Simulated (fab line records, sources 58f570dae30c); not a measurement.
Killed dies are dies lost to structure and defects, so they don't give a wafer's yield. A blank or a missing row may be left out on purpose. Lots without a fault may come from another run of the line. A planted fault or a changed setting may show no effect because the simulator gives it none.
Which tool did it? | flow berkeley_cmos170 | 14 lots, 42 wafers sampled, at 2 steps of a route of 331

WHAT THE GAUGES READ, wafer by wafer
UCB170_V1_BOW_MEAS_03.
lot  | measured     | on            | V1_BOW (um)
L341 | day 6 22:20  | film_metro-01 | 16 14 28
L342 | day 7 11:08  | film_metro-04 | 18 30 27
L343 | day 7 11:08  | film_metro-03 | 25 18 14
L344 | day 8 00:04  | film_metro-03 | 14 22 18
L346 | day 8 10:18  | film_metro-03 | 16 17 22
L347 | day 8 10:01  | film_metro-01 | 32 16 18
L348 | day 9 04:02  | film_metro-03 | 19 19 21
L349 | day 9 10:37  | film_metro-01 | 29 1 6
L350 | day 9 20:26  | film_metro-04 | 21 10 14
L353 | day 9 20:10  | film_metro-03 | 30 14 21
L356 | day 10 18:57 | film_metro-04 | 16 15 18
L357 | day 10 18:41 | film_metro-01 | 36 25 18
L359 | day 10 23:49 | film_metro-03 | 26 12 14
L361 | day 11 12:31 | film_metro-04 | 29 15 20

WHICH TOOL RAN EACH LOT (tool, then ch and the chambers of the sampled wafers, then the start)
lot  | UCB170_NWELL_CLEAN_17
L341 | wet_bench-02 ch 2, day 2 06:59
L342 | wet_bench-02 ch 3, day 2 16:49
L343 | wet_bench-02 ch 3, day 2 18:29
L344 | wet_bench-02 ch 0, day 3 01:25
L346 | wet_bench-04 ch 0, day 3 12:59
L347 | wet_bench-04 ch 3, day 3 18:25
L348 | wet_bench-04 ch 1, day 4 01:08
L349 | wet_bench-02 ch 0, day 4 06:35
L350 | wet_bench-02 ch 2, day 4 10:58
L353 | wet_bench-02 ch 0, day 4 16:05
L356 | wet_bench-04 ch 3, day 5 10:21
L357 | wet_bench-04 ch 2, day 5 14:50
L359 | wet_bench-04 ch 0, day 6 00:50
L361 | wet_bench-04 ch 3, day 6 11:04
- UCB170_NWELL_CLEAN_17: cleans in SPM, time 600 s.

WHAT THE TOOLS THEMSELVES READ (means of the sampled wafers that have a number; where no wafer has one, the mark that the record gives instead)
The record holds no such reading with a usual standard deviation.

THE ANSWER, worked out from the rows above alone
Rule: what is usual is taken from the lots themselves. Put in order of their means at a reading, lots are off if they are a third of the lots or fewer, leave a main group of 4 or more, and stand apart from it by a gap of 3 or more times the standard deviation of the main group's means; of several such gaps the widest counts. A main group whose means are all the same, to the digits that the tables above print for the reading, isn't used. A lot without any number at a reading at which 4 lots or more have one is off too. The other lots that the step has rows for count as sound. The gauges are gone through in route order, then the tools' own readings, and for those a lot's mean is taken as printed above. The first step at which some lot is off is used, and at that step the reading that is off furthest; a lot without a number counts as furthest.
No lot is off at any reading shown: from this, nothing can be told.

WHAT THE SIMULATOR HAD PUT IN
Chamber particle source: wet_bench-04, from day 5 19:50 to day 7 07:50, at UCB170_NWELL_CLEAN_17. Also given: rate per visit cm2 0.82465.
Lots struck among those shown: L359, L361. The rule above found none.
